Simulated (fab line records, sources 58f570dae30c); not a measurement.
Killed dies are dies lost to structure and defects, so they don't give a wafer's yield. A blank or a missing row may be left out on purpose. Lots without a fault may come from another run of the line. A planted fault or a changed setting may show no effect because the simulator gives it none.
fab line records | flow berkeley_cmos170
record lots=15 wafers=45 last_day=13
route steps=331 shown M2@283 V2@295
lots that met no fault: from a run of the same line without faults
start_h: hours from the record's first day to the start of the lot's first wafer shown | wait_h: hours since the lot's step before | " the same as in the row above | L1.1+2: a row that stands for several wafers | - no value, or no start given | * or withheld: withheld | < > ~ a bound
route shown NAME@n: a module of which the file shows steps, and the number in the route of the first | usual: mean/standard deviation of fault-free wafers | same: alike in all rows | chamber/n: place in a boat | sites: the reading at each site | _std_site: their standard deviation | _edge_site: outer sites' mean less inner sites' | radius_mm: how far each site lies from the wafer's centre | mask NAME#n: copy n | behind: the tool/chamber that last shaped the wafer | hold: why the lot was held/for how many hours/how that ended | device: the transistor (n, p or np) that didn't switch | end of line: the same wafers' tests at the end of the route | a step without rows: its recipe alone | killed: dies lost to structure and defects at the first sort, not the wafer's yield | map: a wafer's dies, x killed, . not, _ none there
set.NAME: the setting as run; set.NAME@STEP: as run at that earlier step | model.NAME: the simulator's own value behind a step, which no gauge read
steps of the route over a sample of lots; a table a step, a row a wafer
services: from which hour (start_h, from the record's first day; less than 0 if before it) a tool's chamber was out of use, for how many hours, and why
## steps
# step UCB170_M2_EXPOSE_12
# recipe mask_id=METAL2 target_cd_nm=700 na=0.5 sigma_outer=0.6 source_shape=conventional dose_mj=26
# usual exposure_dose_mJ_cm2=26.17/0.22 focus_offset_nm=0.0/0.53 stage_vel_mm_s=499.95/0.26
# columns lot.wafer tool chamber start_h wait_h mask exposure_dose_mJ_cm2 focus_offset_nm stage_vel_mm_s
L402.1 krf_scanner-02 0 201.01 - METAL2#0 25.97 -0.5 499.61
L402.3 " 0 " " METAL2#0 25.94 -0.3 499.73
L402.4 " 0 " " METAL2#0 25.97 -0.2 499.96
L400.1 krf_scanner-02 0 202.35 - METAL2#0 25.96 0.1 500.09
L400.2 " 0 " " METAL2#0 25.96 -1.0 500.20
L400.4 " 0 " " METAL2#0 25.94 -0.3 500.29
L399.2 krf_scanner-01 0 202.61 - METAL2#0 26.48 0.3 499.88
L399.3 " 0 " " METAL2#0 26.38 0.4 500.36
L399.5 " 0 " " METAL2#0 26.42 0.2 499.93
L403.3 krf_scanner-02 0 203.08 - METAL2#0 25.92 0.1 499.68
L403.4 " 0 " " METAL2#0 25.93 0.8 500.00
L403.5 " 0 " " METAL2#0 25.95 1.0 500.00
L406.1 krf_scanner-01 0 234.75 - METAL2#0 26.43 -1.0 499.85
L406.4 " 0 " " METAL2#0 26.44 -0.8 500.00
L406.5 " 0 " " METAL2#0 26.42 -1.4 499.52
L407.2 krf_scanner-02 0 235.73 - METAL2#0 25.96 0.6 499.65
L407.3 " 0 " " METAL2#0 26.00 -0.6 500.08
L407.4 " 0 " " METAL2#0 25.96 -0.7 500.03
L409.2 krf_scanner-02 0 245.42 - METAL2#0 25.99 0.1 499.41
L409.4 " 0 " " METAL2#0 25.95 0.4 500.01
L409.5 " 0 " " METAL2#0 25.98 0.5 499.73
L411.1 krf_scanner-02 - 247.01 - METAL2#0 - - -
L411.2 " - " " METAL2#0 - - -
L411.5 " - " " METAL2#0 - - -
L410.3 krf_scanner-01 - 247.76 - METAL2#0 - - -
L410.4 " - " " METAL2#0 - - -
L410.5 " - " " METAL2#0 - - -
L412.4 krf_scanner-01 - 249.03 - METAL2#0 - - -
L412.5 " - " " METAL2#0 - - -
L412.6 " - " " METAL2#0 - - -
L413.1 krf_scanner-01 0 264.16 - METAL2#0 26.44 -0.4 500.35
L413.3 " 0 " " METAL2#0 26.39 -0.2 500.24
L413.6 " 0 " " METAL2#0 26.39 -0.1 500.14
L417.3 krf_scanner-02 0 294.33 - METAL2#0 25.97 0.0 499.92
L417.4 " 0 " " METAL2#0 25.98 -0.1 499.96
L417.5 " 0 " " METAL2#0 25.97 -0.7 499.81
L418.1 krf_scanner-01 0 302.43 - METAL2#0 26.41 0.6 500.05
L418.4 " 0 " " METAL2#0 26.42 0.1 499.85
L418.5 " 0 " " METAL2#0 26.42 -0.5 500.02
L420.1 krf_scanner-01 0 304.03 - METAL2#0 26.44 0.7 499.73
L420.2 " 0 " " METAL2#0 26.40 0.4 500.19
L420.6 " 0 " " METAL2#0 26.43 0.9 499.77
L419.2 krf_scanner-02 0 306.21 - METAL2#0 25.96 -0.1 500.41
L419.3 " 0 " " METAL2#0 25.98 0.2 500.39
L419.5 " 0 " " METAL2#0 25.94 0.4 500.40
# step UCB170_M2_OVL_MEAS_16
# usual M2_OVL=0/5.2
# columns lot.wafer tool chamber start_h wait_h M2_OVL[nm]
L402.1 overlay-02 - 201.57 0.1 10
L402.3 " - " " 7
L402.4 " - " " 8
L400.1 overlay-02 - 203.03 0.1 7
L400.2 " - " " 0
L400.4 " - " " 5
L399.2 overlay-01 - 203.20 0.1 -7
L399.3 " - " " -11
L399.5 " - " " -1
L403.3 overlay-02 - 203.87 0.1 4
L403.4 " - " " -2
L403.5 " - " " -3
L406.1 overlay-02 - 235.26 0.1 2
L406.4 " - " " -3
L406.5 " - " " 3
L407.2 overlay-01 - 236.22 0.1 -6
L407.3 " - " " 1
L407.4 " - " " -13
L409.2 overlay-02 - 245.91 0.1 -2
L409.4 " - " " -2
L409.5 " - " " 7
L411.1 overlay-01 - 247.59 0.1 -
L411.2 " - " " -
L411.5 " - " " -
L410.3 overlay-01 - 248.38 0.1 -
L410.4 " - " " -
L410.5 " - " " -
L412.4 overlay-02 - 249.50 0.1 -
L412.5 " - " " -
L412.6 " - " " -
L413.1 overlay-02 - 264.75 0.1 -1
L413.3 " - " " -2
L413.6 " - " " 1
L417.3 overlay-02 - 294.81 0.1 4
L417.4 " - " " 3
L417.5 " - " " 7
L418.1 overlay-02 - 302.94 0.1 -12
L418.4 " - " " -5
L418.5 " - " " -9
L420.1 overlay-01 - 304.74 0.1 3
L420.2 " - " " -11
L420.6 " - " " -14
L419.2 overlay-02 - 307.17 0.1 -5
L419.3 " - " " -7
L419.5 " - " " -9
# step UCB170_M2_CD_MEAS_90
# recipe target_cd_nm=700
# usual cd_nm=702/3.1
# columns lot.wafer tool chamber start_h wait_h cd_nm
L402.1 cd_sem-01 - 201.93 0.1 703
L402.3 " - " " 698
L402.4 " - " " 699
L400.1 cd_sem-01 - 203.39 0.1 699
L400.2 " - " " 699
L400.4 " - " " 701
L399.2 cd_sem-01 - 203.58 0.1 703
L399.3 " - " " 703
L399.5 " - " " 705
L403.3 cd_sem-02 - 204.26 0.1 703
L403.4 " - " " 701
L403.5 " - " " 701
L406.1 cd_sem-01 - 235.63 0.1 700
L406.4 " - " " 700
L406.5 " - " " 698
L407.2 cd_sem-01 - 236.60 0.1 701
L407.3 " - " " 703
L407.4 " - " " 699
L409.2 cd_sem-01 - 246.29 0.1 703
L409.4 " - " " 702
L409.5 " - " " 703
L411.1 cd_sem-01 - 247.95 0.1 -
L411.2 " - " " -
L411.5 " - " " -
L410.3 cd_sem-01 - 248.77 0.1 -
L410.4 " - " " -
L410.5 " - " " -
L412.4 cd_sem-01 - 249.91 0.1 -
L412.5 " - " " -
L412.6 " - " " -
L413.1 cd_sem-02 - 265.11 0.1 697
L413.3 " - " " 698
L413.6 " - " " 700
L417.3 cd_sem-02 - 295.21 0.1 697
L417.4 " - " " 702
L417.5 " - " " 703
L418.1 cd_sem-02 - 303.31 0.1 704
L418.4 " - " " 707
L418.5 " - " " 703
L420.1 cd_sem-01 - 305.11 0.1 699
L420.2 " - " " 704
L420.6 " - " " 707
L419.2 cd_sem-01 - 307.55 0.1 697
L419.3 " - " " 702
L419.5 " - " " 700
# step UCB170_V2_BOW_MEAS_03
# recipe mode=bow
# usual V2_BOW=38/6.6
# columns lot.wafer tool chamber start_h wait_h V2_BOW[um]
L402.1 film_metro-03 - 202.57 0.2 50
L402.3 " - " " 36
L402.4 " - " " 43
L400.1 film_metro-04 - 204.03 0.2 38
L400.2 " - " " 40
L400.4 " - " " 35
L399.2 film_metro-01 - 204.35 0.1 41
L399.3 " - " " 27
L399.5 " - " " 47
L403.3 film_metro-03 - 204.97 0.2 37
L403.4 " - " " 36
L403.5 " - " " 37
L406.1 film_metro-03 - 236.26 0.2 26
L406.4 " - " " 36
L406.5 " - " " 41
L407.2 film_metro-04 - 237.24 0.2 39
L407.3 " - " " 31
L407.4 " - " " 41
L409.2 film_metro-01 - 246.93 0.2 35
L409.4 " - " " 28
L409.5 " - " " 54
L413.1 film_metro-01 - 265.75 0.1 41
L413.3 " - " " 37
L413.6 " - " " 37
L417.3 film_metro-01 - 295.92 0.1 34
L417.4 " - " " 35
L417.5 " - " " 33
L418.1 film_metro-04 - 303.94 0.1 43
L418.4 " - " " 41
L418.5 " - " " 30
L420.1 film_metro-01 - 305.74 0.2 34
L420.2 " - " " 42
L420.6 " - " " 36
L419.2 film_metro-04 - 308.18 0.2 31
L419.3 " - " " 35
L419.5 " - " " 43
## services
# columns tool chamber start_h hours kind
krf_scanner-01 - 182.80 - calibration
krf_scanner-01 - 218.71 4.0 pm
krf_scanner-01 - 224.25 1.3 pm
krf_scanner-01 - 226.46 0.8 repair
krf_scanner-01 - 231.96 0.8 pm
krf_scanner-02 0 233.92 - calibration
krf_scanner-02 - 260.22 7.1 repair
## key
first_sign step=UCB170_M2_EXPOSE_12 reading=tool_record direction=missing
effect none on later readings
met_at UCB170_M2_EXPOSE_12
struck_lots L410,L411,L412
later_rows_left_out L410.3,L410.4,L410.5,L411.1,L411.2,L411.5,L412.4,L412.5,L412.6
sort_left_out L410.3,L410.4,L410.5,L411.1,L411.2,L411.5,L412.4,L412.5,L412.6
not_acting_at UCB170_M2_OVL_MEAS_16,UCB170_M2_CD_MEAS_90,UCB170_V2_BOW_MEAS_03
onset_between 245.42 247.01
fault kind=skipped_step_whole tool=krf_scanner-01,krf_scanner-02 chamber=- onset_h=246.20 steps=UCB170_M2_EXPOSE_12 scope=struck_lots_only
# sort_left_out: the simulated sort isn't trusted on such a fault, so these wafers' sort isn't shown, and their yield isn't known
# later_rows_left_out: the simulator's readings of these wafers behind a module that went badly wrong aren't trusted and aren't shown, but for the sort
